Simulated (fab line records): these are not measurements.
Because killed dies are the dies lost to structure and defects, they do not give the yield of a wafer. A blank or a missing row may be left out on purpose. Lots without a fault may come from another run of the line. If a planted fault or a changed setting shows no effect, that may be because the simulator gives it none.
A struck lot beside a sound one :: flow berkeley_cmos170 :: 14 out of 331 route steps
Sound: the wafers L882.3, L882.5, L882.6. The struck wafers were L869.2, L869.3, L869.4. The cause is given at the end.
Order at every step that has rows: each side's tool, ch and its chambers, its first start. Under that, the readings that differ: sound wafers :: struck wafers :: difference of the means :: sigmas: that difference in standard deviations of wafers without a fault.
alike: same words and numbers on both sides, and readings whose means sit less than 2 such deviations apart. not compared: any withheld reading, any reading some wafer has no value for, any bound like >300 that may hide the same value, and any number with overlapping values for which the record gives no deviation.
Wherever a step has rows on one side only, a row that says differs or no value, or a row with sigmas, the two part there. Numbers that have no deviation but don't overlap get no sigmas and don't part them. Lack of a reading on every wafer of one side parts them only where that side has two or more wafers.

first, 2 steps without rows for these wafers: UCB170_FIELD_CLEAN_00 (cleans in dHF, time 7.5 s); UCB170_FIELD_OXIDATION_01 (target thk 558.3 nm, ox time 7200 s).
UCB170_FIELD_THK_MEAS_02:
  sound: film_metro-02 at day 8 15:38; struck: film_metro-02 at day 5 15:01
  alike: FIELD_OXIDE_THK
then, 4 steps without rows for these wafers: UCB170_FIELD_ANNEAL_03 (time 1200 s); UCB170_FIELD_WET_ETCH_04 (etches SiO2 in dHF, time 60 s); UCB170_FIELD_WET_ETCH_05 (etches Si3N4 in H3PO4, time 12600 s); UCB170_FIELD_WET_ETCH_06 (etches SiO2 in BOE, time 22 s).
UCB170_FIELD_THK_MEAS_90:
  sound: film_metro-01 at day 8 22:11; struck: film_metro-03 at day 5 20:25
  alike: FIELD_OXIDE_LEFT_1_THK
then, 2 steps without rows for these wafers: UCB170_SACOX_CLEAN_00 (cleans in dHF, time 7.5 s); UCB170_SACOX_OXIDATION_01 (target thk 14.4 nm, ox time 2400 s).
UCB170_SACOX_THK_MEAS_02:
  sound: film_metro-02 at day 9 05:25; struck: film_metro-02 at day 6 00:47
  alike: SACOX_OXIDE_THK
then, 1 step without rows for these wafers: UCB170_SCREENOX_WET_ETCH_00 (etches SiO2 in dHF, time 200 s).
UCB170_SCREENOX_OXIDATION_01: target thk 14.4 nm, ox time 2400 s.
  sound on furnace-02 ch 0, day 9 07:01; struck on furnace-03, day 6 03:23
  no value came back on the struck wafers for ox_temp_c (C), ox_temp_c_max, zone_power_source_pct (%); on the sound wafers ox_temp_c (C) reads 900.0 900.7 899.6
then, 1 step without rows for these wafers: UCB170_SCREENOX_ANNEAL_03 (time 900 s).

WHERE THEY PART
Within this record, at UCB170_SCREENOX_OXIDATION_01 only.

WHY: what had been put in by the simulator
Beginning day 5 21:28, the whole step at UCB170_SCREENOX_OXIDATION_01 was skipped on furnace-03. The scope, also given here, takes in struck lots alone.
